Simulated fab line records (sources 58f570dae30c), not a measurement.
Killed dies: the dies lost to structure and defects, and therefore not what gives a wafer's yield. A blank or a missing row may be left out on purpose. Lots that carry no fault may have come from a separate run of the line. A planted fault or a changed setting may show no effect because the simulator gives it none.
Split-lot trial + flow berkeley-cmos170 + on a route of 331 steps: 5 lots, 23 wafers read

== ON THE SPLIT ==
At UCB170_PSD_COAT_01 (resist thk 900 nm), the setting spin-rpm was moved away from the recipe's 1500 rpm on 5 of the 23 wafers read, by +5.5% to +6.3%. The other wafers ran this setting at the recipe's value.

The split's own step is where the reading is taken.

== THE READING ==
KrF_of_PSD_COAT_01.thk-nm (the simulator's own value, which no gauge read), in nm, at UCB170_PSD_COAT_01 (resist thk 900 nm). There is no usual value for it anywhere in the file. Average 901.2 nm, standard deviation 2.9 nm, over the 18 wafers here run with the recipe.

| wafer  | tool, chamber at the split | spin-rpm as run, rpm | against the recipe | KrF_of_PSD_COAT_01.thk-nm, nm | against lot-mates on the recipe |
|--------|----------------------------|----------------------|--------------------|-------------------------------|---------------------------------|
| L074.1 | litho-track-03, 0          | 1500                 | recipe             | 900                           | -                               |
| L074.3 | litho-track-03, 0          | 1500                 | recipe             | 895.8                         | -                               |
| L074.4 | litho-track-03, 0          | 1500                 | recipe             | 899.2                         | -                               |
| L077.1 | litho-track-03, 0          | 1500                 | recipe             | 904.8                         | -                               |
| L077.2 | litho-track-03, 0          | 1500                 | recipe             | 902.6                         | -                               |
| L077.4 | litho-track-03, 0          | 1500                 | recipe             | 901.1                         | -                               |
| L077.5 | litho-track-03, 0          | 1500                 | recipe             | 901.7                         | -                               |
| L077.6 | litho-track-03, 0          | 1500                 | recipe             | 904                           | -                               |
| L081.1 | litho-track-04, 0          | 1500                 | recipe             | 905                           | -                               |
| L081.2 | litho-track-04, 0          | 1500                 | recipe             | 902.8                         | -                               |
| L081.4 | litho-track-04, 0          | 1500                 | recipe             | 904                           | -                               |
| L081.5 | litho-track-04, 0          | 1500                 | recipe             | 905.2                         | -                               |
| L081.6 | litho-track-04, 0          | 1500                 | recipe             | 902.4                         | -                               |
| L083.1 | litho-track-04, 0          | 1595                 | +6.3%              | 871.7                         | -27.9                           |
| L083.2 | litho-track-04, 0          | 1500                 | recipe             | 900.5                         | -                               |
| L083.4 | litho-track-04, 0          | 1595                 | +6.3%              | 871.9                         | -27.7                           |
| L083.5 | litho-track-04, 0          | 1500                 | recipe             | 898.7                         | -                               |
| L083.6 | litho-track-04, 0          | 1595                 | +6.3%              | 871.8                         | -27.8                           |
| L085.1 | litho-track-01, 0          | 1500                 | recipe             | 895.5                         | -                               |
| L085.2 | litho-track-01, 0          | 1583                 | +5.5%              | 874.6                         | -23.4                           |
| L085.3 | litho-track-01, 0          | 1500                 | recipe             | 900.2                         | -                               |
| L085.4 | litho-track-01, 0          | 1583                 | +5.5%              | 874.1                         | -23.9                           |
| L085.5 | litho-track-01, 0          | 1500                 | recipe             | 898.4                         | -                               |

THE FIT
A straight line over all 23 wafers: KrF_of_PSD_COAT_01.thk-nm changes by -4.71 nm for each +1% of spin-rpm; r = -0.98; the points scatter about the line by 2.7 nm.
The same after taking each lot's own level away (the mean of its wafers on the recipe; 23 wafers): -4.35 nm for each +1%; r = -0.99; scatter 1.4 nm.
On that fit, the largest move of spin-rpm shifts the reading by 28 nm.
From 898.03 to 903.88 nm: that is the span of the lots' own levels, equal to 2.0 times the standard deviation above.
Hence the lot-to-lot level has little effect on the slope; both slopes agree.
Check: -27.5 nm against its lot-mates is what the line predicts for one of the wafers moved furthest among these (+6.3%) when that wafer is left out of the fit. It came out at -27.9 nm against them.

== ADDITIONAL SPLITS CARRIED BY THESE WAFERS ==
Before the reading, these wafers also passed through other splits. Each is held against what the fit with the lots' levels taken away leaves over:
| other split on the same wafers | wafers away from the commonest value | r with KrF_of_PSD_COAT_01.thk-nm (lot level and that fit taken away) |
|--------------------------------|--------------------------------------|----------------------------------------------------------------------|
| UCB170_PVT_COAT_01 spin-rpm    | 8                                    | +0.33                                                                |
| UCB170_GATE_PEB_10 peb-temp-c  | 11                                   | +0.13                                                                |
| UCB170_NLDD_EXPOSE_03 dose-mj  | 7                                    | -0.27                                                                |

== THE WHOLE CHAIN: every reading that the file lists as answering this split, in the file's order ==
| step                | what it does      | reading                                                                    | change (the file's fit)              | r (the file's) |
|---------------------|-------------------|----------------------------------------------------------------------------|--------------------------------------|----------------|
| UCB170_PSD_COAT_01  | resist thk 900 nm | KrF_of_PSD_COAT_01.thk-nm (the simulator's own value, which no gauge read) | -4.34 nm for each +1% of the setting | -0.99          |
| UCB170_PSD_STRIP_09 | strips in O2      | strip-time-to-endpoint-s                                                   | withheld for each +1% of the setting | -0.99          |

== FILE'S OWN FIT ==
KrF_of_PSD_COAT_01.thk-nm changes by -4.34 nm for each +1% of spin-rpm, r = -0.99.
